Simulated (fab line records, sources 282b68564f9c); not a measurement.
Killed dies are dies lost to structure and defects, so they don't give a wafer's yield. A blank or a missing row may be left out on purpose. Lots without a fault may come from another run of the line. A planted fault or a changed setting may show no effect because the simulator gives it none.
fab line records | flow rit_cmos
record lots=15 wafers=45 last_day=7
route steps=202 shown NLDD@112 M1@202
lots that met no fault: from a run of the same line without faults
start_h: hours from the record's first day to the start of the lot's first wafer shown | wait_h: hours since the lot's step before | " the same as in the row above | L1.1+2: a row that stands for several wafers | - no value, or no start given | * or withheld: withheld | < > ~ a bound
route shown NAME@n: a module of which the file shows steps, and the number in the route of the first | usual: mean/standard deviation of fault-free wafers | same: alike in all rows | chamber/n: place in a boat | sites: the reading at each site | _std_site: their standard deviation | _edge_site: outer sites' mean less inner sites' | radius_mm: how far each site lies from the wafer's centre | mask NAME#n: copy n | behind: the tool/chamber that last shaped the wafer | hold: why the lot was held/for how many hours/how that ended | device: the transistor (n, p or np) that didn't switch | end of line: the same wafers' tests at the end of the route | a step without rows: its recipe alone | killed: dies lost to structure and defects at the first sort, not the wafer's yield | map: a wafer's dies, x killed, . not, _ none there
set.NAME: the setting as run; set.NAME@STEP: as run at that earlier step | model.NAME: the simulator's own value behind a step, which no gauge read
steps of the route over a sample of lots; a table a step, a row a wafer
services: from which hour (start_h, from the record's first day; less than 0 if before it) a tool's chamber was out of use, for how many hours, and why
## steps
# step RIT_NLDD_STRIP_09
# recipe chemistry=O2 time_s=180 resist=NOVOLAK platen_temp_c=withheld power_w=500 pressure_mtorr=4000 o2_flow_sccm=4000
# usual drypump_motor_current_A=5.6/0.45
# columns lot.wafer tool chamber start_h wait_h drypump_motor_current_A rf_hours_counter_h
L269.4 plasma_asher-04 1 42.51 0.1 4.9 -
L269.5 " 1 " " 5.0 -
L269.6 " 0 " " 5.4 -
L271.2 plasma_asher-02 1 52.43 0.1 5.8 40
L271.4 " 1 " " 5.8 -
L271.5 " 1 " " 5.8 -
L272.1 plasma_asher-03 1 56.61 0.1 5.2 25
L272.2 " 0 " " 6.4 25
L272.6 " 1 " " 5.2 -
L273.2 plasma_asher-03 1 62.10 0.1 5.2 26
L273.3 " 0 " " 6.3 -
L273.6 " 0 " " 6.3 -
L274.3 plasma_asher-03 1 67.65 0.1 5.2 -
L274.4 " 0 " " 6.3 -
L274.5 " 1 " " 5.2 -
L275.2 plasma_asher-04 0 71.49 0.1 5.5 45
L275.3 " 0 " " 5.5 -
L275.5 " 1 " " 4.9 -
L276.2 plasma_asher-03 1 76.62 0.1 5.2 27
L276.3 " 0 " " 6.4 -
L276.6 " 0 " " 6.3 -
L278.2 plasma_asher-03 0 87.47 0.1 6.4 28
L278.3 " 0 " " 6.4 -
L278.5 " 0 " " 6.4 -
L280.1 plasma_asher-03 1 97.01 0.1 5.2 29
L280.3 " 0 " " 6.4 -
L280.4 " 1 " " 5.2 -
L285.4 plasma_asher-02 0 121.80 0.1 5.7 -
L285.5 " 1 " " 5.8 -
L285.6 " 0 " " 5.7 -
L287.2 plasma_asher-02 1 137.77 0.1 5.8 49
L287.4 " 1 " " 5.8 -
L287.6 " 1 " " 5.8 -
L288.3 plasma_asher-04 1 140.37 0.1 4.9 -
L288.5 " 1 " " 4.9 -
L288.6 " 0 " " 5.5 -
L289.2 plasma_asher-04 0 146.02 0.1 5.5 54
L289.4 " 1 " " 4.9 -
L289.5 " 0 " " 5.5 -
L290.1 plasma_asher-02 0 149.75 0.1 5.8 51
L290.4 " 1 " " 5.8 -
L290.6 " 0 " " 5.8 -
L292.4 plasma_asher-02 1 157.69 0.1 5.8 -
L292.5 " 0 " " 5.7 -
L292.6 " 1 " " 5.8 -
# step RIT_M1_PROBE_99
# usual killed_at_contacts=0.1/0.25 killed_at_front_end=7.1/2.9 killed_dies=7.2/2.9 killed_open=3.6/1.9 killed_short=3.5/1.9
# same gross_dies=264 killed_at_M0_to_M3=0 killed_at_M4_up=0 killed_at_back_side=0 killed_at_other=0
# columns lot.wafer tool chamber start_h wait_h killed_at_contacts killed_at_front_end killed_dies killed_open killed_short
L273.2 prober-02 - 78.51 0.1 0 4 4 4 0
L273.3 prober-02 - 78.56 0.2 0 8 8 6 2
L273.6 prober-02 - 78.71 0.2 1 8 9 4 5
L276.2 prober-01 - 91.58 0.1 0 3 3 3 0
L276.3 prober-01 - 91.63 0.2 0 48 48 2 2
L276.6 prober-01 - 91.78 0.2 0 49 49 5 4
L278.2 prober-02 - 102.50 0.1 0 51 51 4 3
L278.3 prober-02 - 102.55 0.2 0 47 47 3 2
L278.5 prober-02 - 102.65 0.2 0 50 50 3 1
L280.1 prober-02 - 116.32 0.1 0 12 12 6 6
L280.3 prober-02 - 116.42 0.2 0 47 47 3 3
L280.4 prober-02 - 116.47 0.2 0 6 6 3 3
L292.4 prober-01 - 172.63 0.2 0 9 9 4 5
L292.5 prober-01 - 172.68 0.2 0 9 9 3 6
L292.6 prober-01 - 172.73 0.2 0 6 6 2 4
# killed by level:class
L273.2 FOX1:geometric_particle:open=2 GATE:geometric_particle:open=2
L273.3 REOX:geometric_particle:open=3 GATE:geometric_particle:open=2 FOX1:geometric_particle:open=1 FOX1:geometric_particle:short=1 GATE:geometric_particle:short=1
L273.6 GATE:geometric_particle:short=4 GATE:geometric_particle:open=2 FOX1:geometric_particle:short=1 SPACER:geometric_particle:open=1 CONTACT:geometric_particle:open=1
L276.2 SPACER:geometric_particle:open=2 REOX:geometric_particle:open=1
L276.3 NLDD:unspecified=44 FOX1:geometric_particle:short=1 GATE:geometric_particle:short=1 SPACER:geometric_particle:open=1 SILICIDE:geometric_particle:open=1
L276.6 NLDD:unspecified=40 GATE:geometric_particle:short=3 GATE:geometric_particle:open=2 FOX1:geometric_particle:open=1 REOX:geometric_particle:open=1 SPACER:geometric_particle:short=1 SILICIDE:geometric_particle:open=1
L278.2 NLDD:unspecified=44 GATE:geometric_particle:open=2 FOX2:geometric_particle:short=1 GATE:geometric_particle:short=1 REOX:geometric_particle:short=1 SPACER:geometric_particle:open=1 SILICIDE:geometric_particle:open=1
L278.3 NLDD:unspecified=42 REOX:geometric_particle:short=2 FOX1:geometric_particle:open=1 GATE:geometric_particle:open=1 REOX:geometric_particle:open=1
L278.5 NLDD:unspecified=46 FOX1:geometric_particle:open=1 GATE:geometric_particle:open=1 REOX:geometric_particle:open=1 SILICIDE:geometric_particle:short=1
L280.1 GATE:geometric_particle:short=5 GATE:geometric_particle:open=3 REOX:geometric_particle:open=2 REOX:geometric_particle:short=1 SILICIDE:geometric_particle:open=1
L280.3 NLDD:unspecified=41 SILICIDE:geometric_particle:open=2 FOX1:geometric_particle:short=1 GATE:geometric_particle:short=1 GATE:geometric_particle:open=1 SILICIDE:geometric_particle:short=1
L280.4 GATE:geometric_particle:short=3 GATE:geometric_particle:open=2 SPACER:geometric_particle:open=1
L292.4 SILICIDE:geometric_particle:open=2 FOX2:geometric_particle:open=1 FOX2:geometric_particle:short=1 GATE:geometric_particle:open=1 GATE:geometric_particle:short=1 REOX:geometric_particle:short=1 SPACER:geometric_particle:short=1 SILICIDE:geometric_particle:short=1
L292.5 GATE:geometric_particle:open=2 GATE:geometric_particle:short=2 REOX:geometric_particle:short=2 ACTIVE:geometric_particle:open=1 FOX1:geometric_particle:short=1 SILICIDE:geometric_particle:short=1
L292.6 FOX1:geometric_particle:short=1 FOX2:geometric_particle:short=1 GATE:geometric_particle:short=1 GATE:geometric_particle:open=1 SPACER:geometric_particle:open=1 SILICIDE:geometric_particle:short=1
## services
# columns tool chamber start_h hours kind
plasma_asher-02 - 19.21 2.5 repair
plasma_asher-03 - 21.76 15.6 pm
plasma_asher-04 - 52.02 1.9 repair
plasma_asher-02 - 109.32 2.8 pm
## key
first_sign step=RIT_M1_PROBE_99 reading=killed_at_front_end direction=up sigmas=14 usual=7.1 struck=48.7
effect step=RIT_M1_PROBE_99 reading=killed_dies direction=up sigmas=14 usual=7.2 struck=48.7
met_at RIT_NLDD_STRIP_09
struck_lots L276,L278,L280
struck_wafers L276.3,L276.6,L278.2,L278.3,L278.5,L280.3
tester_left_out L276,L278,L280
onset_between 67.65 76.62
fault kind=chamber_particle_source tool=plasma_asher-03 chamber=0 onset_h=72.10 steps=RIT_NLDD_STRIP_09 rate_per_visit_cm2=1.9913 end_h=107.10
# tester_left_out: of these lots the tester's yield and bins aren't shown, on N5 and GAA mostly nor the transistor test; their killed dies are dies lost to structure and defects alone, not to doping, threshold or leakage, so they don't give the yield
